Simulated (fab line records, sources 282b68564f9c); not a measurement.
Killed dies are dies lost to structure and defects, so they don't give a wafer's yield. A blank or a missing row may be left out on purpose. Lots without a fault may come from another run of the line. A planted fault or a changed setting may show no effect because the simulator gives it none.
fab line records | flow rit_cmos
record lots=7 wafers=21 last_day=7
route steps=202 shown NRETRO@55 PRETRO@64 M1@202
lots that met no fault: from a run of the same line without faults
start_h: hours from the record's first day to the start of the lot's first wafer shown | wait_h: hours since the lot's step before | " the same as in the row above | L1.1+2: a row that stands for several wafers | - no value, or no start given | * or withheld: withheld | < > ~ a bound
route shown NAME@n: a module of which the file shows steps, and the number in the route of the first | usual: mean/standard deviation of fault-free wafers | same: alike in all rows | chamber/n: place in a boat | sites: the reading at each site | _std_site: their standard deviation | _edge_site: outer sites' mean less inner sites' | radius_mm: how far each site lies from the wafer's centre | mask NAME#n: copy n | behind: the tool/chamber that last shaped the wafer | hold: why the lot was held/for how many hours/how that ended | device: the transistor (n, p or np) that didn't switch | end of line: the same wafers' tests at the end of the route | a step without rows: its recipe alone | killed: dies lost to structure and defects at the first sort, not the wafer's yield | map: a wafer's dies, x killed, . not, _ none there
set.NAME: the setting as run; set.NAME@STEP: as run at that earlier step | model.NAME: the simulator's own value behind a step, which no gauge read
lots at some steps of the route; a table a step, a row a wafer
services: from which hour (start_h, from the record's first day; less than 0 if before it) a tool's chamber was out of use, for how many hours, and why
## steps
# step RIT_NRETRO_SOFTBAKE_02
# recipe resist=NOVOLAK temp_c=90 time_s=60
# step RIT_NRETRO_EXPOSE_03
# recipe mask_id=M4 na=0.57 target_cd_nm=43900 dose_mj=250
# step RIT_NRETRO_PEB_04
# recipe resist=NOVOLAK temp_c=withheld time_s=withheld
# step RIT_NRETRO_DEVELOP_05
# recipe resist=NOVOLAK develop_time_s=68 dev_temp_c=23
# step RIT_NRETRO_OVL_MEAS_06
# usual NRETRO_OVL=-0.6/1.5
# columns lot.wafer tool chamber start_h wait_h NRETRO_OVL[nm]
L383.1 overlay-02 - 75.78 - 1.7
L383.3 " - " " -0.4
L383.5 " - " " -1.4
L386.1 overlay-02 - 89.90 - -1.1
L386.3 " - " " -1.2
L386.4 " - " " -0.3
L389.1 overlay-02 - 105.60 - -1.6
L389.4 " - " " -0.4
L389.6 " - " " -1.4
L392.2 overlay-01 - 119.19 - -0.6
L392.3 " - " " -1.0
L392.6 " - " " 1.4
L393.2 overlay-02 - 125.40 - -2.3
L393.4 " - " " -2.2
L393.5 " - " " -2.2
L395.1 overlay-02 - 135.08 - 2.0
L395.2 " - " " -1.2
L395.5 " - " " -0.8
L397.3 overlay-02 - 144.13 - -1.4
L397.4 " - " " -1.2
L397.5 " - " " -1.1
# step RIT_NRETRO_HARDBAKE_07
# recipe resist=NOVOLAK temp_c=140 time_s=120
# step RIT_NRETRO_IMPLANT_08
# recipe species=P energy_kev=70 dose_cm2=1.02e+13 tilt_deg=7
# step RIT_NRETRO_STRIP_09
# recipe chemistry=O2 time_s=180 resist=NOVOLAK platen_temp_c=withheld power_w=500 pressure_mtorr=4000 o2_flow_sccm=4000
# usual chamber_pressure_mTorr=4000/3.7 drypump_motor_current_A=5.9/0.5
# columns lot.wafer tool chamber start_h wait_h chamber_pressure_mTorr drypump_motor_current_A rf_hours_counter_h
L383.1 plasma_asher-04 0 76.22 0.1 4000 5.7 29
L383.3 " 1 " " 4002 5.3 -
L383.5 " 0 " " 3997 5.7 -
L386.1 plasma_asher-01 0 90.39 0.1 3997 6.6 46
L386.3 " 1 " " 4000 5.9 -
L386.4 " 0 " " 3999 6.6 -
L389.1 plasma_asher-04 1 106.03 0.1 4002 5.3 32
L389.4 " 0 " " 4008 5.7 -
L389.6 " 1 " " 3998 5.3 -
L392.2 plasma_asher-01 0 119.62 0.1 4000 6.6 0
L392.3 " 0 " " 4000 6.6 -
L392.6 " 0 " " 3994 6.6 -
L393.2 plasma_asher-04 1 125.83 0.1 3995 5.3 34
L393.4 " 0 " " 3996 5.7 -
L393.5 " 0 " " 4000 5.7 -
L395.1 plasma_asher-02 1 135.51 0.1 3996 5.9 51
L395.2 " 0 " " 3996 6.7 51
L395.5 " 1 " " 4000 5.9 -
L397.3 plasma_asher-04 1 144.61 0.1 4005 5.3 -
L397.4 " 0 " " 3992 5.7 -
L397.5 " 0 " " 3999 5.7 -
# step RIT_NRETRO_TW_MEAS_10
# usual NRETRO_TW=1049/5.9
# columns lot.wafer tool chamber start_h wait_h NRETRO_TW
L383.1 film_metro-04 - 76.39 0.1 1044
L383.3 " - " " 1046
L383.5 " - " " 1052
L386.1 film_metro-01 - 90.56 0.1 1048
L386.3 " - " " 1044
L386.4 " - " " 1044
L389.1 film_metro-04 - 106.21 0.1 1055
L389.4 " - " " 1057
L389.6 " - " " 1056
L392.2 film_metro-02 - 119.81 0.1 1047
L392.3 " - " " 1041
L392.6 " - " " 1047
L393.2 film_metro-02 - 126.02 0.1 1043
L393.4 " - " " 1042
L393.5 " - " " 1041
L395.1 film_metro-04 - 135.69 0.1 1057
L395.2 " - " " 1057
L395.5 " - " " 1059
L397.3 film_metro-04 - 144.74 0.1 1055
L397.4 " - " " 1058
L397.5 " - " " 1058
# step RIT_PRETRO_HMDS_00
# recipe prime_time_s=60 prime_temp_c=140
# step RIT_PRETRO_COAT_01
# recipe resist=NOVOLAK spin_rpm=2000 resist_thk_nm=1300
# step RIT_PRETRO_SOFTBAKE_02
# recipe resist=NOVOLAK temp_c=90 time_s=60
# step RIT_PRETRO_EXPOSE_03
# recipe mask_id=M5 na=0.57 target_cd_nm=43700 dose_mj=250
# usual focus_offset_nm=0.1/0.55
# columns lot.wafer tool chamber start_h wait_h mask focus_offset_nm model.PRETRO.overlay_x_nm
L383.1 iline_stepper-02 0 76.92 0.1 M5#0 -0.1 -0.3525
L383.3 " 0 " " M5#0 0.3 -0.3525
L383.5 " 0 " " M5#0 -0.6 -0.3525
L386.1 iline_stepper-02 0 91.07 0.1 M5#0 0.7 0.6207
L386.3 " 0 " " M5#0 0.1 0.6207
L386.4 " 0 " " M5#0 -0.1 0.6207
L389.1 iline_stepper-02 0 106.84 0.2 M5#0 -0.2 -148.5
L389.4 " 0 " " M5#0 0.1 -148.5
L389.6 " 0 " " M5#0 0.2 -148.5
L392.2 iline_stepper-02 0 120.45 0.2 M5#0 0.0 -149.3
L392.3 " 0 " " M5#0 -0.7 -149.3
L392.6 " 0 " " M5#0 -0.8 -149.3
L393.2 iline_stepper-01 0 126.66 0.2 M5#0 0.2 -0.1218
L393.4 " 0 " " M5#0 -0.3 -0.1218
L393.5 " 0 " " M5#0 -0.9 -0.1218
L395.1 iline_stepper-02 0 136.32 0.2 M5#0 0.3 -150.4
L395.2 " 0 " " M5#0 0.3 -150.4
L395.5 " 0 " " M5#0 0.3 -150.4
L397.3 iline_stepper-01 0 145.40 0.2 M5#0 0.4 -1.379
L397.4 " 0 " " M5#0 -0.1 -1.379
L397.5 " 0 " " M5#0 0.5 -1.379
# step RIT_PRETRO_PEB_04
# recipe resist=NOVOLAK temp_c=withheld time_s=withheld
# step RIT_PRETRO_DEVELOP_05
# recipe resist=NOVOLAK develop_time_s=68 dev_temp_c=23
# step RIT_PRETRO_OVL_MEAS_06
# usual PRETRO_OVL=0.7/1.5
# columns lot.wafer tool chamber start_h wait_h PRETRO_OVL[nm]
L383.1 overlay-02 - 77.38 - -1.1
L383.3 " - " " -0.1
L383.5 " - " " -1.7
L386.1 overlay-01 - 91.50 - 1.8
L386.3 " - " " 3.0
L386.4 " - " " -1.0
L389.1 overlay-02 - 107.27 - -148.4
L389.4 " - " " -147.1
L389.6 " - " " -147.0
L392.2 overlay-02 - 120.87 - -148.6
L392.3 " - " " -149.4
L392.6 " - " " -149.3
L393.2 overlay-01 - 127.08 - 0.2
L393.4 " - " " 2.1
L393.5 " - " " 0.4
L395.1 overlay-02 - 136.75 - -150.4
L395.2 " - " " -148.1
L395.5 " - " " -147.3
L397.3 overlay-02 - 145.80 - -0.3
L397.4 " - " " 0.3
L397.5 " - " " -1.7
# step RIT_PRETRO_HARDBAKE_07
# recipe resist=NOVOLAK temp_c=140 time_s=120
# step RIT_M1_PROBE_99
# usual killed_at_contacts=0.2/0.38 killed_at_front_end=6.7/3 killed_dies=6.9/3 killed_open=3.5/1.9 killed_short=3.3/2
# same gross_dies=264 killed_at_M0_to_M3=0 killed_at_M4_up=0 killed_at_back_side=0 killed_at_other=0
# columns lot.wafer tool chamber start_h wait_h killed_at_contacts killed_at_front_end killed_dies killed_open killed_short model.etest.retro_edge_pmos.off_log10_a_um model.etest.retro_edge_nmos.off_log10_a_um
L383.1 prober-02 - 103.77 0.1 0 11 11 4 7 -10.45 -10.01
L383.3 prober-02 - 103.87 0.2 0 9 9 3 6 -10.29 -9.987
L383.5 prober-02 - 103.97 0.2 0 6 6 2 4 -10.12 -9.291
L386.1 prober-01 - 118.17 0.1 0 10 10 7 3 -10.22 -9.889
L386.3 prober-01 - 118.27 0.2 1 9 10 7 3 -10.24 -10.03
L386.4 prober-01 - 118.32 0.2 0 10 10 3 7 -10.15 -9.577
L389.1 prober-02 - 133.45 0.1 0 7 7 2 5 -9.447 -9.462
L389.4 prober-02 - 133.60 0.2 0 6 6 3 3 -9.48 -9.444
L389.6 prober-02 - 133.70 0.2 0 3 3 2 1 -9.778 -9.46
L392.2 prober-01 - 149.45 0.1 0 4 4 1 3 -9.29 -8.504
L392.3 prober-01 - 149.50 0.2 0 4 4 3 1 -9.334 -9.052
L392.6 prober-01 - 149.65 0.2 0 8 8 5 3 -9.19 -8.747
L393.2 prober-02 - 152.62 0.1 0 4 4 1 3 -10.35 -9.906
L393.4 prober-02 - 152.72 0.2 0 6 6 3 3 -10.54 -10.01
L393.5 prober-02 - 152.77 0.2 0 4 4 1 3 -10.44 -10.08
L395.1 prober-02 - 164.88 0.1 0 6 6 3 3 -9.132 -9.391
L395.2 prober-02 - 164.93 0.1 0 5 5 3 2 -9.256 -9.449
L395.5 prober-02 - 165.08 0.2 0 2 2 0 2 -9.252 -9.66
L397.3 prober-02 - 172.43 0.2 0 14 14 9 5 -9.938 -9.329
L397.4 prober-02 - 172.48 0.2 0 11 11 6 5 -10.22 -9.636
L397.5 prober-02 - 172.53 0.2 0 11 11 7 4 -10.01 -9.512
# killed by level:class
L383.1 GATE:geometric_particle:short=3 GATE:geometric_particle:open=3 SPACER:geometric_particle:short=3 FOX1:geometric_particle:open=1 REOX:geometric_particle:short=1
L383.3 GATE:geometric_particle:short=4 GATE:geometric_particle:open=2 FOX1:geometric_particle:short=1 SILICIDE:geometric_particle:short=1 SILICIDE:geometric_particle:open=1
L383.5 GATE:geometric_particle:short=2 SPACER:geometric_particle:short=2 FOX1:geometric_particle:open=1 GATE:geometric_particle:open=1
L386.1 REOX:geometric_particle:open=2 SPACER:geometric_particle:open=2 SILICIDE:geometric_particle:open=2 FOX1:geometric_particle:short=1 GATE:geometric_particle:open=1 REOX:geometric_particle:short=1 SILICIDE:geometric_particle:short=1
L386.3 REOX:geometric_particle:open=2 SPACER:geometric_particle:open=2 GATE:geometric_particle:short=1 GATE:geometric_particle:open=1 REOX:geometric_particle:short=1 SILICIDE:geometric_particle:open=1 SILICIDE:geometric_particle:short=1 CONTACT:geometric_particle:open=1
L386.4 GATE:geometric_particle:short=5 GATE:geometric_particle:open=2 ACTIVE:geometric_particle:short=1 FOX1:geometric_particle:short=1 SPACER:geometric_particle:open=1
L389.1 SILICIDE:geometric_particle:short=3 FOX1:geometric_particle:short=2 GATE:geometric_particle:open=1 REOX:geometric_particle:open=1
L389.4 REOX:geometric_particle:open=2 GATE:geometric_particle:open=1 GATE:geometric_particle:short=1 REOX:geometric_particle:short=1 SPACER:geometric_particle:short=1
L389.6 FOX2:geometric_particle:open=1 FOX2:geometric_particle:short=1 REOX:geometric_particle:open=1
L392.2 FOX1:geometric_particle:short=1 REOX:geometric_particle:short=1 SILICIDE:geometric_particle:short=1 SILICIDE:geometric_particle:open=1
L392.3 REOX:geometric_particle:open=2 GATE:geometric_particle:open=1 GATE:geometric_particle:short=1
L392.6 REOX:geometric_particle:open=2 FOX2:geometric_particle:open=1 GATE:geometric_particle:short=1 GATE:geometric_particle:open=1 REOX:geometric_particle:short=1 SILICIDE:geometric_particle:short=1 SILICIDE:geometric_particle:open=1
L393.2 FOX2:geometric_particle:short=2 FOX2:geometric_particle:open=1 SPACER:geometric_particle:short=1
L393.4 GATE:geometric_particle:short=3 GATE:geometric_particle:open=2 SILICIDE:geometric_particle:open=1
L393.5 GATE:geometric_particle:short=2 SILICIDE:geometric_particle:short=1 SILICIDE:geometric_particle:open=1
L395.1 REOX:geometric_particle:open=2 REOX:geometric_particle:short=2 GATE:geometric_particle:open=1 SPACER:geometric_particle:short=1
L395.2 SPACER:geometric_particle:open=2 FOX1:geometric_particle:open=1 FOX1:geometric_particle:short=1 SILICIDE:geometric_particle:short=1
L395.5 GATE:geometric_particle:short=1 SPACER:geometric_particle:short=1
L397.3 GATE:geometric_particle:open=4 REOX:geometric_particle:open=4 GATE:geometric_particle:short=2 FOX1:geometric_particle:short=1 REOX:geometric_particle:short=1 SPACER:geometric_particle:short=1 SPACER:geometric_particle:open=1
L397.4 GATE:geometric_particle:open=3 GATE:geometric_particle:short=2 REOX:geometric_particle:short=2 REOX:geometric_particle:open=2 SPACER:geometric_particle:open=1 SPACER:geometric_particle:short=1
L397.5 GATE:geometric_particle:open=4 REOX:geometric_particle:short=3 FOX1:geometric_particle:open=2 SPACER:geometric_particle:open=1 SILICIDE:geometric_particle:short=1
## services
# columns tool chamber start_h hours kind
plasma_asher-04 - 56.96 2.5 repair
plasma_asher-01 - 108.75 9.0 pm
plasma_asher-01 0 108.75 9.0 vent_cycle
plasma_asher-01 1 108.75 9.0 vent_cycle
iline_stepper-01 0 115.92 - calibration
plasma_asher-01 0 117.75 - clean
plasma_asher-01 1 117.75 - clean
## key
first_sign step=RIT_PRETRO_OVL_MEAS_06 reading=PRETRO_OVL direction=down sigmas=99+ usual=0.7 struck=-148.4
effect none on later readings
model_effect step=RIT_PRETRO_EXPOSE_03 value=PRETRO.overlay_x_nm without=0.5877 struck=-149.4
model_effect step=RIT_M1_PROBE_99 value=etest.retro_edge_pmos.off_log10_a_um without=-10.13 struck=-9.351
met_at RIT_PRETRO_EXPOSE_03
struck_wafers L389.1,L389.4,L389.6,L392.2,L392.3,L392.6,L395.1,L395.2,L395.5
tester_left_out L389,L392,L395
onset_between 91.07 106.84
fault kind=scanner_matching_overlay tool=iline_stepper-02 chamber=- onset_h=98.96 steps=RIT_PRETRO_EXPOSE_03 offset=-150
# tester_left_out: of these lots the tester's yield and bins aren't shown, on N5 and GAA mostly nor the transistor test; their killed dies are dies lost to structure and defects alone, not to doping, threshold or leakage, so they don't give the yield
